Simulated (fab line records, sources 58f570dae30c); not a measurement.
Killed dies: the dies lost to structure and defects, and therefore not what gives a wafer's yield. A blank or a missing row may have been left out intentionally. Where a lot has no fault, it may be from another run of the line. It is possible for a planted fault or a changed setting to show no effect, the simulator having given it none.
The same fault as seen by 2 desks + flow berkeleyCmos170 + every desk sees just its own numbers, and what lay behind them comes last

TOOL OWNER'S DESK, rieMetal-02
The tool's own readings at UCB170_M2_METAL_ETCH_18 (etches Al in Cl2/BCl3, stops on SiO2, target depth 1170 nm, time 195 s): means of the sampled wafers that have a number, for each lot that ran on this tool. Any lot whose mean is over 4 standard deviations away from the usual mean is out of limits and marked OUT; that distance is given in the brackets.
Columns: A = drypumpMotorCurrentA at UCB170_M2_METAL_ETCH_18, usual 5.80 A; B = oesProductAu at UCB170_M2_METAL_ETCH_18, usual 0.847 a.u.; C = throttleValvePct at UCB170_M2_METAL_ETCH_18, usual 24.43 %
| lot  | first seen here | A    | B                | C     |
|------|-----------------|------|------------------|-------|
| L603 | day 8 19:52     | 5.56 | 0.856            | 24.37 |
| L604 | day 9 17:02     | 5.54 | 0.849            | 24.37 |
| L614 | day 11 07:52    | 5.54 | 0.799 (-4.8) OUT | 24.43 |
| L616 | day 11 22:08    | 5.52 | 0.806 (-4.1) OUT | 24.43 |
This desk's finding: out of limits on L614, L616; first on L614, day 11 07:52 (oesProductAu at UCB170_M2_METAL_ETCH_18). L603, L604 stayed within limits.

METROLOGY DESK
Means of the sampled wafers that have a number, per lot and without regard to the tool the lot ran on: this is what the gauges read. Any lot whose mean is over 4 standard deviations away from the usual mean is out of limits and marked OUT; that distance is given in the brackets.
Columns: A = GATE_POLY_THK at UCB170_GATE_THK_MEAS_05, usual 214.8 nm
| lot  | first seen here | A     |
|------|-----------------|-------|
| L600 | day 7 01:59     | 216.6 |
| L602 | day 7 07:41     | 213.7 |
| L603 | day 7 07:41     | 212.7 |
| L604 | day 8 01:52     | 214.5 |
| L606 | day 8 01:53     | 215.2 |
| L608 | day 8 16:30     | 210.1 |
| L613 | day 9 23:19     | 213.1 |
| L614 | day 9 23:19     | 214.6 |
| L616 | day 10 13:56    | 217.9 |
| L617 | day 10 13:56    | 220.7 |
| L618 | day 10 13:56    | 218.5 |
| L619 | day 11 04:42    | 213.7 |
| L621 | day 11 07:50    | 214.9 |
| L623 | day 12 06:42    | 213.8 |
This desk found nothing out of limits on any of the 14 lots.

BROUGHT TOGETHER
On L614, L616, at day 11 07:52, an alarm was possible from the tool owner's desk.
From the metrology desk's view, nothing was out of limits.
The metrology desk holds a record of L614, L616, inside its limits.
Every lot named ran UCB170_M2_METAL_ETCH_18 on rieMetal-02.

WHAT WAS PUT IN BY THE SIMULATOR
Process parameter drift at UCB170_M2_METAL_ETCH_18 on rieMetal-02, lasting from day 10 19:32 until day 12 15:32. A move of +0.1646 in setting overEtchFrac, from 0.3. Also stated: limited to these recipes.
Shown lots that were struck: L614, L616.
How many hours passed from the start of the fault until each desk's first out-of-limits reading: the tool owner's desk, 12.
